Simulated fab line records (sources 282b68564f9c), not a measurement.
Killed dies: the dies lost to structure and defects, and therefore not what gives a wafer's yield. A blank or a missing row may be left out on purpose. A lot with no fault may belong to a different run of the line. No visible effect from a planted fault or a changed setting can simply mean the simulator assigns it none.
fab line records	flow rit-cmos
[record] lots = 6	wafers = 18	last-day = 8
route steps=202 shown PRETRO@69 GATE@75 FOX2@80 M1@202
lots that met no fault: taken from a fault-free run of the same line
start-h: the number of hours between the record's first day and the start of the first shown wafer of the lot	wait-h: how many hours have passed since the lot's step before this one	" unchanged from the row above	L1.1+2: a single row standing in for several wafers	- either no value or no given start	* or withheld: withheld	< > ~ a bound
route shown NAME@n: a module of which the file shows steps, and the number in the route of the first	usual: average and standard deviation across the fault-free wafers	same: alike in all rows	chamber/n: place in a boat	sites: readings site by site	_std_site: how widely they spread, as a standard deviation	_edge_site: outer sites' mean less inner sites'	radius-mm: how far each site lies from the wafer's centre	mask NAME#n: copy n	behind: the last tool/chamber to shape the wafer	hold: reason for holding the lot/hours on hold/outcome of the hold	device: the transistor (n, p or np) that didn't switch	end of line: at the end of the route, the tests of the same wafers	a step without rows: its recipe alone	killed: at the first sort, the dies lost to defects and structure; wafer yield is something else	map: a wafer's dies, marking killed ones x, the rest . and places with no die _
set.NAME: setting as actually run; set.NAME@STEP: the setting as run at that earlier step	model.NAME: the simulator's own value behind a step, which no gauge read
lots at selected steps of the route; one table per step, one row per wafer
services: a tool's chamber out of use, with start hour (start-h, from the record's first day; less than 0 if before it), hours out, and reason
[[steps]]
[step RIT_PRETRO_DEVELOP_05]
[recipe] resist = NOVOLAK	develop-time-s = 68	dev-temp-c = 23
[step RIT_PRETRO_OVL_MEAS_06]
[usual] PRETRO_OVL = 0.3/1.5
lot.wafer	tool	chamber	start-h	wait-h	PRETRO_OVL[nm]
L457.2	overlay-01	-	51.34	-	0.5
L457.3	"	-	"	"	0.7
L457.5	"	-	"	"	-0.2
L458.1	overlay-02	-	56.12	-	-0.5
L458.2	"	-	"	"	-0.1
L458.6	"	-	"	"	0.0
L466.1	overlay-01	-	96.35	-	0.8
L466.4	"	-	"	"	-1.4
L466.6	"	-	"	"	-1.2
L467.3	overlay-02	-	101.46	-	-1.7
L467.4	"	-	"	"	-1.9
L467.6	"	-	"	"	-0.3
L472.2	overlay-01	-	126.65	-	1.9
L472.3	"	-	"	"	1.2
L472.5	"	-	"	"	1.3
L476.1	overlay-02	-	150.16	-	-1.6
L476.2	"	-	"	"	0.4
L476.5	"	-	"	"	0.1
[step RIT_PRETRO_HARDBAKE_07]
[recipe] resist = NOVOLAK	temp-c = 140	time-s = 120
[step RIT_PRETRO_IMPLANT_08]
[recipe] species = B	energy-kev = 45.61	dose-cm2 = 1.2e+13	tilt-deg = 7
[step RIT_PRETRO_STRIP_09]
[recipe] chemistry = O2	time-s = 180	resist = NOVOLAK	platen-temp-c = withheld	power-w = 500	pressure-mtorr = 4000	o2-flow-sccm = 4000
[usual] drypump-motor-current-A = 5.5/0.41
lot.wafer	tool	chamber	start-h	wait-h	drypump-motor-current-A	rf-hours-counter-h
L457.2	plasma-asher-04	0	51.77	0.1	5.5	44
L457.3	"	1	"	"	6.3	-
L457.5	"	0	"	"	5.6	-
L458.1	plasma-asher-02	0	56.56	0.1	5.2	43
L458.2	"	1	"	"	5.2	43
L458.6	"	1	"	"	5.2	-
L466.1	plasma-asher-02	0	96.78	0.1	5.2	47
L466.4	"	0	"	"	5.2	-
L466.6	"	1	"	"	5.1	-
L467.3	plasma-asher-01	0	101.95	0.1	5.3	-
L467.4	"	1	"	"	5.2	-
L467.6	"	1	"	"	5.2	-
L472.2	plasma-asher-01	0	127.08	0.1	5.3	1
L472.3	"	0	"	"	5.3	-
L472.5	"	1	"	"	5.2	-
L476.1	plasma-asher-02	1	150.60	0.1	5.1	53
L476.2	"	0	"	"	5.2	53
L476.5	"	0	"	"	5.2	-
[step RIT_PRETRO_TW_MEAS_10]
[usual] PRETRO_TW = 473.1/2.7
lot.wafer	tool	chamber	start-h	wait-h	PRETRO_TW
L457.2	film-metro-04	-	51.96	0.1	477.2
L457.3	"	-	"	"	473.2
L457.5	"	-	"	"	475.7
L458.1	film-metro-03	-	56.73	0.1	472.5
L458.2	"	-	"	"	473.8
L458.6	"	-	"	"	475.5
L466.1	film-metro-03	-	96.96	0.1	472.4
L466.4	"	-	"	"	470.6
L466.6	"	-	"	"	471.1
L467.3	film-metro-04	-	102.08	0.1	471.3
L467.4	"	-	"	"	470.1
L467.6	"	-	"	"	473.6
L472.2	film-metro-03	-	127.27	0.1	471.8
L472.3	"	-	"	"	471.5
L472.5	"	-	"	"	473.0
L476.1	film-metro-03	-	150.77	0.1	474.1
L476.2	"	-	"	"	471.5
L476.5	"	-	"	"	474.8
[step RIT_GATE_WET_ETCH_00]
[recipe] chemistry = BOE	target = SiO2	target-depth-nm = 56	time-s = 60	dry = n2-spin	dilution = 10:1	temp-c = 21.5
[step RIT_GATE_CLEAN_01]
[recipe] chemistry = SC1	mix = 3:3:50	time-s = 600	temp-c = 75
[step RIT_GATE_CLEAN_02]
[recipe] chemistry = dHF	dilution = 50:1	time-s = 30
[step RIT_GATE_CLEAN_03]
[recipe] chemistry = SC2	mix = 3:3:50	time-s = 600	temp-c = 75	dry = n2-spin
[step RIT_GATE_CLEAN_04]
[recipe] chemistry = dHF	dilution = 50:1	time-s = 60	dry = n2-spin
[step RIT_FOX2_THK_MEAS_91]
[recipe] reads = SiO2_of_FOX2_OXIDATION_00
[usual] FIELD_OXIDE_LEFT_2_THK = 255/7.2
lot.wafer	tool	chamber	start-h	wait-h	FIELD_OXIDE_LEFT_2_THK[nm]
L457.2	film-metro-03	-	52.46	0.0	265
L457.3	"	-	"	"	263
L457.5	"	-	"	"	262
L458.1	film-metro-01	-	57.28	0.0	267
L458.2	"	-	"	"	266
L458.6	"	-	"	"	262
L466.1	film-metro-03	-	97.44	0.0	249
L466.4	"	-	"	"	246
L466.6	"	-	"	"	254
L467.3	film-metro-03	-	102.59	0.0	264
L467.4	"	-	"	"	259
L467.6	"	-	"	"	263
L472.2	film-metro-03	-	127.76	0.0	249
L472.3	"	-	"	"	251
L472.5	"	-	"	"	251
L476.1	film-metro-03	-	151.30	0.0	263
L476.2	"	-	"	"	261
L476.5	"	-	"	"	263
[step RIT_GATE_OXIDATION_05]
[recipe] temp-c = 900	ambient = O2	target-thk-a = 30	ox-time-s = 270
[usual] spike-tc-source-C = 925.1/1.4	tube_center_temp_C_max = 902.3/0.37	zone-power-centre-pct = 43/3.7
lot.wafer	tool	chamber	start-h	wait-h	spike-tc-source-C	tube_center_temp_C_max	zone-power-centre-pct	model.SiO2_of_GATE_OXIDATION_05.thk-nm
L457.2	furnace-04	0	53.20	0.7	926.6	902.1	48	2.989
L457.3	"	0	"	"	924.5	902.7	48	3.001
L457.5	"	0	"	"	926.4	902.2	48	3.006
L458.1	furnace-02	0	57.56	0.3	923.2	902.4	38	2.989
L458.2	"	0	"	"	924.6	902.2	38	2.974
L458.6	"	0	"	"	923.8	902.0	38	2.978
L466.1	furnace-04	0	97.53	0.1	925.4	903.4	47	3.034
L466.4	"	0	"	"	926.5	902.0	47	3.021
L466.6	"	0	"	"	928.6	902.6	48	3.054
L467.3	furnace-02	0	102.63	0.0	921.8	902.9	38	3.417
L467.4	"	0	"	"	924.3	902.2	38	3.347
L467.6	"	0	"	"	923.1	902.5	38	3.436
L472.2	furnace-02	0	127.81	0.0	924.1	902.9	38	3.511
L472.3	"	0	"	"	923.3	901.9	38	3.41
L472.5	"	0	"	"	923.7	902.0	38	3.432
L476.1	furnace-01	0	152.33	1.0	925.2	902.0	44	3.001
L476.2	"	0	"	"	925.8	902.2	45	2.985
L476.5	"	0	"	"	926.4	901.7	44	2.989
[step RIT_GATE_ANNEAL_06]
[recipe] temp-c = 900	time-s = 600	ambient = N2O
[step RIT_GATE_THK_MEAS_07]
[recipe] reads = SiO2_of_GATE_OXIDATION_05
[usual] GATE_OXIDE_THK = 3.00/0.054
lot.wafer	tool	chamber	start-h	wait-h	GATE_OXIDE_THK[nm]
L457.2	film-metro-03	-	57.08	0.0	3.02
L457.3	"	-	"	"	3.04
L457.5	"	-	"	"	3.02
L458.1	film-metro-03	-	58.89	0.0	3.00
L458.2	"	-	"	"	2.95
L458.6	"	-	"	"	2.95
L466.1	film-metro-04	-	98.85	0.0	2.99
L466.4	"	-	"	"	3.00
L466.6	"	-	"	"	3.08
L467.3	film-metro-01	-	103.97	0.0	3.36
L467.4	"	-	"	"	3.32
L467.6	"	-	"	"	3.41
L472.2	film-metro-01	-	129.15	0.0	3.46
L472.3	"	-	"	"	3.44
L472.5	"	-	"	"	3.42
L476.1	film-metro-01	-	153.65	0.0	3.02
L476.2	"	-	"	"	2.98
L476.5	"	-	"	"	2.95
[step RIT_GATE_CVD_08]
[recipe] material = poly-Si	target-thk-nm = 250	temp-c = 610	precursor = SiH4	time-s = 2220	pressure-mtorr = 300	sih4-flow-sccm = 97.58
[step RIT_M1_PROBE_99]
[usual] killed-at-contacts = 0.1/0.31	killed-at-front-end = 6.3/3	killed-dies = 6.4/3	killed-open = 3/1.9	killed-short = 3.4/1.9
[same] gross-dies = 264	killed_at_M0_to_M3 = 0	killed_at_M4_up = 0	killed-at-back-side = 0	killed-at-other = 0
lot.wafer	tool	chamber	start-h	wait-h	killed-at-contacts	killed-at-front-end	killed-dies	killed-open	killed-short	model.etest.pmos_0p3.r-on-ohm-um	model.etest.pmos-turned.r-on-ohm-um	model.etest.pmos_0p15.r-on-ohm-um	model.etest.nmos_0p3.r-on-ohm-um	model.etest.nmos_0p15.r-on-ohm-um	model.etest.nmos_0p15.drive-ua-um	model.etest.nmos-narrow.drive-ua-um	model.etest.nmos_0p3.drive-ua-um
L457.2	prober-01	-	80.69	0.1	0	6	6	2	4	6267	3372	2709	2160	1105	484	222.6	224.8
L457.3	prober-01	-	80.74	0.2	0	5	5	2	2	6426	3504	2813	2179	1124	469.6	219.1	221.5
L457.5	prober-01	-	80.84	0.2	1	8	9	4	3	6484	3525	2862	2208	1130	475.1	218.6	220.9
L458.1	prober-02	-	83.19	0.1	0	3	3	1	2	6232	3316	2741	2182	1134	470.6	217.1	222.9
L458.2	prober-02	-	83.24	0.1	0	8	8	2	6	6110	3222	2632	2102	1107	471.4	221.5	228.6
L458.6	prober-02	-	83.44	0.2	0	5	5	2	3	6165	3228	2651	2142	1102	473.4	219.4	224.4
L466.1	prober-02	-	124.87	0.1	0	3	3	1	2	6332	3339	2731	2164	1101	477.7	226.9	225.5
L466.4	prober-02	-	125.02	0.2	0	5	5	1	4	6343	3394	2782	2155	1121	483	230.2	227.2
L466.6	prober-02	-	125.12	0.2	0	7	7	1	6	6412	3464	2818	2168	1124	469	224.6	222.6
L467.3	prober-01	-	127.98	0.2	0	2	2	1	1	6977	3656	2961	2352	1211	410.2	187.8	190
L467.4	prober-01	-	128.03	0.2	0	5	5	3	2	6806	3627	2983	2302	1188	410.9	191.3	196.5
L467.6	prober-01	-	128.13	0.2	0	6	6	3	3	6989	3693	3006	2381	1216	406.7	188.2	191.6
L472.2	prober-02	-	159.64	0.1	0	10	10	3	7	7274	3739	3053	2472	1218	413.4	178.2	181.2
L472.3	prober-02	-	159.69	0.2	0	6	6	4	2	7044	3614	2913	2386	1164	435.5	186.2	189.8
L472.5	prober-02	-	159.79	0.2	0	0	0	0	0	6974	3564	2857	2358	1164	435.4	182.8	187.6
L476.1	prober-02	-	186.43	0.1	0	8	8	2	6	6422	3597	2924	2143	1145	460	229.2	226.5
L476.2	prober-02	-	186.48	0.1	0	5	5	1	4	6298	3528	2848	2122	1137	467.1	230.4	231.5
L476.5	prober-02	-	186.63	0.2	0	6	6	1	5	6394	3621	2920	2138	1142	460.8	229.1	229.7
// killed by level:class
L457.2 GATE:geometric-particle:short=2 GATE:geometric-particle:open=2 SPACER:geometric-particle:short=2
L457.3 FOX2:geometric-particle:open=1 REOX:geometric-particle:short=1 SPACER:geometric-particle:open=1 SPACER:geometric-particle:short=1 PRETRO:coat-microbubble-printed=1
L457.5 GATE:geometric-particle:open=3 PRETRO:coat-microbubble-printed=2 FOX2:geometric-particle:short=1 REOX:geometric-particle:open=1 REOX:geometric-particle:short=1 CONTACT:geometric-particle:short=1
L458.1 GATE:geometric-particle:short=1 REOX:geometric-particle:open=1 SPACER:geometric-particle:short=1
L458.2 GATE:geometric-particle:short=3 REOX:geometric-particle:short=2 GATE:geometric-particle:open=1 SPACER:geometric-particle:open=1 SPACER:geometric-particle:short=1
L458.6 FOX1:geometric-particle:open=1 FOX2:geometric-particle:short=1 GATE:geometric-particle:short=1 REOX:geometric-particle:open=1 REOX:geometric-particle:short=1
L466.1 FOX2:geometric-particle:open=1 GATE:geometric-particle:short=1 SILICIDE:geometric-particle:short=1
L466.4 FOX2:geometric-particle:short=1 GATE:geometric-particle:open=1 GATE:geometric-particle:short=1 REOX:geometric-particle:short=1 SILICIDE:geometric-particle:short=1
L466.6 GATE:geometric-particle:short=2 FOX1:geometric-particle:short=1 REOX:geometric-particle:short=1 SPACER:geometric-particle:short=1 SILICIDE:geometric-particle:open=1 SILICIDE:geometric-particle:short=1
L467.3 REOX:geometric-particle:short=1 REOX:geometric-particle:open=1
L467.4 FOX1:geometric-particle:open=2 FOX1:geometric-particle:short=1 GATE:geometric-particle:short=1 SPACER:geometric-particle:open=1
L467.6 SPACER:geometric-particle:open=2 SPACER:geometric-particle:short=2 GATE:geometric-particle:short=1 REOX:geometric-particle:open=1
L472.2 GATE:geometric-particle:short=5 FOX1:geometric-particle:open=1 FOX2:geometric-particle:short=1 FOX2:geometric-particle:open=1 GATE:geometric-particle:open=1 SILICIDE:geometric-particle:short=1
L472.3 GATE:geometric-particle:open=2 SILICIDE:geometric-particle:open=2 FOX1:geometric-particle:short=1 SILICIDE:geometric-particle:short=1
L472.5
L476.1 REOX:geometric-particle:short=4 REOX:geometric-particle:open=2 GATE:geometric-particle:short=1 SILICIDE:geometric-particle:short=1
L476.2 SPACER:geometric-particle:short=2 ACTIVE:geometric-particle:short=1 REOX:geometric-particle:open=1 SILICIDE:geometric-particle:short=1
L476.5 REOX:geometric-particle:short=2 SILICIDE:geometric-particle:short=2 GATE:geometric-particle:short=1 REOX:geometric-particle:open=1
[[services]]
tool	chamber	start-h	hours	kind
furnace-01	-	54.76	3.2	pm
plasma-asher-04	-	57.82	14.6	pm
plasma-asher-04	-	74.78	2.2	repair
plasma-asher-02	-	77.73	3.1	repair
furnace-02	-	97.05	3.2	pm
plasma-asher-01	-	98.54	2.8	pm
plasma-asher-01	-	108.75	9.0	pm
plasma-asher-01	0	108.75	9.5	vent-cycle
plasma-asher-01	1	108.75	9.5	vent-cycle
plasma-asher-01	-	109.09	9.1	repair
plasma-asher-04	-	114.19	2.8	repair
plasma-asher-01	0	117.75	-	clean
plasma-asher-01	1	117.75	-	clean
plasma-asher-04	-	129.31	4.3	pm
furnace-02	-	132.05	2.5	pm
furnace-04	-	135.60	2.5	pm
furnace-04	-	146.11	9.7	repair
[[key]]
[first-sign] step = RIT_GATE_THK_MEAS_07	reading = GATE_OXIDE_THK	direction = up	sigmas = 7.5	usual = 3.00	struck = 3.40
effect none on later readings
[model-effect] step = RIT_GATE_OXIDATION_05	value = SiO2_of_GATE_OXIDATION_05.thk-nm	without = 3.043	struck = 3.425
[model-effect] step = RIT_M1_PROBE_99	value = etest.pmos_0p3.r-on-ohm-um	without = 6302	struck = 7011
met-at RIT_GATE_OXIDATION_05
struck-wafers L467.3,L467.4,L467.6,L472.2,L472.3,L472.5
tester-left-out L467,L472
onset-between 57.56 102.63
also-fits RIT_PRETRO_STRIP_09:plasma-asher-01
[fault] kind = process-parameter-drift	tool = furnace-02	chamber = -	onset-h = 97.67	steps = RIT_GATE_OXIDATION_05	channel = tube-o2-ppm	offset = 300	shape = step	end-h = 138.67
// tester-left-out: of these lots the tester's yield and bins aren't shown, on N5 and GAA mostly nor the transistor test; their killed dies are dies lost to structure and defects alone, not to doping, threshold or leakage, so they don't give the yield
